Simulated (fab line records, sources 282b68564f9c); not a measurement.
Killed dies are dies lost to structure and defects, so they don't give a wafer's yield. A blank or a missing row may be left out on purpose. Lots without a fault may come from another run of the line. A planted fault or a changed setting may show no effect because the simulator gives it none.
fab line records | flow rit_cmos
record lots=14 wafers=42 last_day=8
route steps=202 shown CONTACT@180 M1@202
lots that met no fault: from a run of the same line without faults
start_h: hours from the record's first day to the start of the lot's first wafer shown | wait_h: hours since the lot's step before | " the same as in the row above | L1.1+2: a row that stands for several wafers | - no value, or no start given | * or withheld: withheld | < > ~ a bound
route shown NAME@n: a module of which the file shows steps, and the number in the route of the first | usual: mean/standard deviation of fault-free wafers | same: alike in all rows | chamber/n: place in a boat | sites: the reading at each site | _std_site: their standard deviation | _edge_site: outer sites' mean less inner sites' | radius_mm: how far each site lies from the wafer's centre | mask NAME#n: copy n | behind: the tool/chamber that last shaped the wafer | hold: why the lot was held/for how many hours/how that ended | device: the transistor (n, p or np) that didn't switch | end of line: the same wafers' tests at the end of the route | a step without rows: its recipe alone | killed: dies lost to structure and defects at the first sort, not the wafer's yield | map: a wafer's dies, x killed, . not, _ none there
set.NAME: the setting as run; set.NAME@STEP: as run at that earlier step | model.NAME: the simulator's own value behind a step, which no gauge read
steps of the route over a sample of lots; a table a step, a row a wafer
services: from which hour (start_h, from the record's first day; less than 0 if before it) a tool's chamber was out of use, for how many hours, and why
## steps
# step RIT_CONTACT_STRIP_12
# recipe chemistry=O2 time_s=180 resist=NOVOLAK platen_temp_c=withheld power_w=500 pressure_mtorr=4000 o2_flow_sccm=4000
# usual drypump_motor_current_A=5.7/0.35 run_length_s=208.5/0.51
# columns lot.wafer tool chamber start_h wait_h drypump_motor_current_A rf_hours_counter_h run_length_s
L553.2 plasma_asher-02 1 63.01 0.1 6.1 40 209.5
L553.5 " 1 " " 6.0 - 208.9
L553.6 " 0 " " 5.3 - 208.4
L555.2 plasma_asher-04 1 64.64 0.1 5.7 43 209.1
L555.5 " 1 " " 5.7 - 209.3
L555.6 " 0 " " 6.3 - 208.7
L554.1 plasma_asher-02 1 64.79 0.1 6.0 40 209.0
L554.4 " 1 " " 6.1 - 209.3
L554.6 " 1 " " 6.0 - 208.9
L556.2 plasma_asher-02 1 73.90 0.1 6.0 41 208.8
L556.3 " 0 " " 5.3 - 208.5
L556.6 " 1 " " 6.0 - 209.3
L557.1 plasma_asher-01 0 79.29 0.1 5.8 29 208.9
L557.2 " 1 " " 5.4 29 207.3
L557.6 " 1 " " 5.4 - 208.1
L558.2 plasma_asher-02 0 83.84 0.1 5.3 42 208.9
L558.4 " 0 " " 5.3 - 208.3
L558.6 " 0 " " 5.3 - 208.5
L559.1 plasma_asher-04 0 87.82 0.1 6.3 45 208.8
L559.4 " 0 " " 6.3 - 208.2
L559.6 " 1 " " 5.7 - 209.1
L563.1 plasma_asher-01 1 106.53 0.1 5.3 31 207.9
L563.2 " 0 " " 5.7 31 208.4
L563.4 " 0 " " 5.7 - 209.1
L564.1 plasma_asher-01 0 112.71 0.1 5.8 32 274.4
L564.2 " 1 " " 5.4 32 207.6
L564.6 " 0 " " 5.8 - 275.0
L565.2 plasma_asher-01 0 117.45 0.1 5.8 33 274.3
L565.4 " 0 " " 5.7 - 274.6
L565.5 " 0 " " 5.8 - 274.6
L570.1 plasma_asher-04 1 140.11 0.1 5.6 51 208.7
L570.4 " 0 " " 6.3 - 208.8
L570.6 " 1 " " 5.6 - 209.0
L574.2 plasma_asher-02 1 162.33 0.1 6.0 5 209.3
L574.4 " 1 " " 6.0 - 208.7
L574.6 " 0 " " 5.3 - 208.5
L575.2 plasma_asher-04 0 168.35 0.1 6.3 53 208.4
L575.3 " 0 " " 6.3 - 208.6
L575.5 " 0 " " 6.3 - 208.1
L576.1 plasma_asher-02 0 174.93 0.1 5.3 7 208.4
L576.3 " 0 " " 5.3 - 208.3
L576.6 " 1 " " 6.0 - 209.1
# step RIT_M1_PROBE_99
# usual killed_at_contacts=0.1/0.31 killed_at_front_end=6.3/2.7 killed_dies=6.4/2.7 killed_open=3.3/2 killed_short=3/1.8
# same gross_dies=264 killed_at_M0_to_M3=0 killed_at_M4_up=0 killed_at_back_side=0 killed_at_other=0
# columns lot.wafer tool chamber start_h wait_h killed_at_contacts killed_at_front_end killed_dies killed_open killed_short
L570.1 prober-01 - 144.80 0.1 0 2 2 0 1
L570.4 prober-01 - 144.95 0.2 0 7 7 3 2
L570.6 prober-01 - 145.05 0.2 1 4 5 2 3
# killed by level:class
L570.1 FOX1:geometric_particle:short=1 NWELL:coat_microbubble_printed=1
L570.4 REOX:geometric_particle:open=3 NWELL:coat_microbubble_printed=2 GATE:geometric_particle:short=1 REOX:geometric_particle:short=1
L570.6 FOX1:geometric_particle:short=1 GATE:geometric_particle:open=1 REOX:geometric_particle:open=1 REOX:geometric_particle:short=1 CONTACT:geometric_particle:short=1
## services
# columns tool chamber start_h hours kind
plasma_asher-04 - 68.49 0.4 repair
plasma_asher-02 - 108.75 9.0 pm
plasma_asher-02 0 108.75 9.0 vent_cycle
plasma_asher-02 1 108.75 9.0 vent_cycle
plasma_asher-02 0 117.75 - clean
plasma_asher-02 1 117.75 - clean
plasma_asher-04 - 144.55 14.6 pm
## key
first_sign step=RIT_CONTACT_STRIP_12 reading=run_length_s direction=up sigmas=99+ usual=* struck=*
effect none on later readings
met_at RIT_CONTACT_STRIP_12
struck_lots L564,L565
struck_wafers L564.1,L564.6,L565.2,L565.4,L565.5
tester_left_out L564,L565
onset_between 106.53 112.71
fault kind=process_parameter_drift tool=plasma_asher-01 chamber=0 onset_h=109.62 steps=RIT_CONTACT_STRIP_12 channel=time_s offset=* shape=step end_h=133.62 acts_in=* stated=*
# tester_left_out: of these lots the tester's yield and bins aren't shown, on N5 and GAA mostly nor the transistor test; their killed dies are dies lost to structure and defects alone, not to doping, threshold or leakage, so they don't give the yield
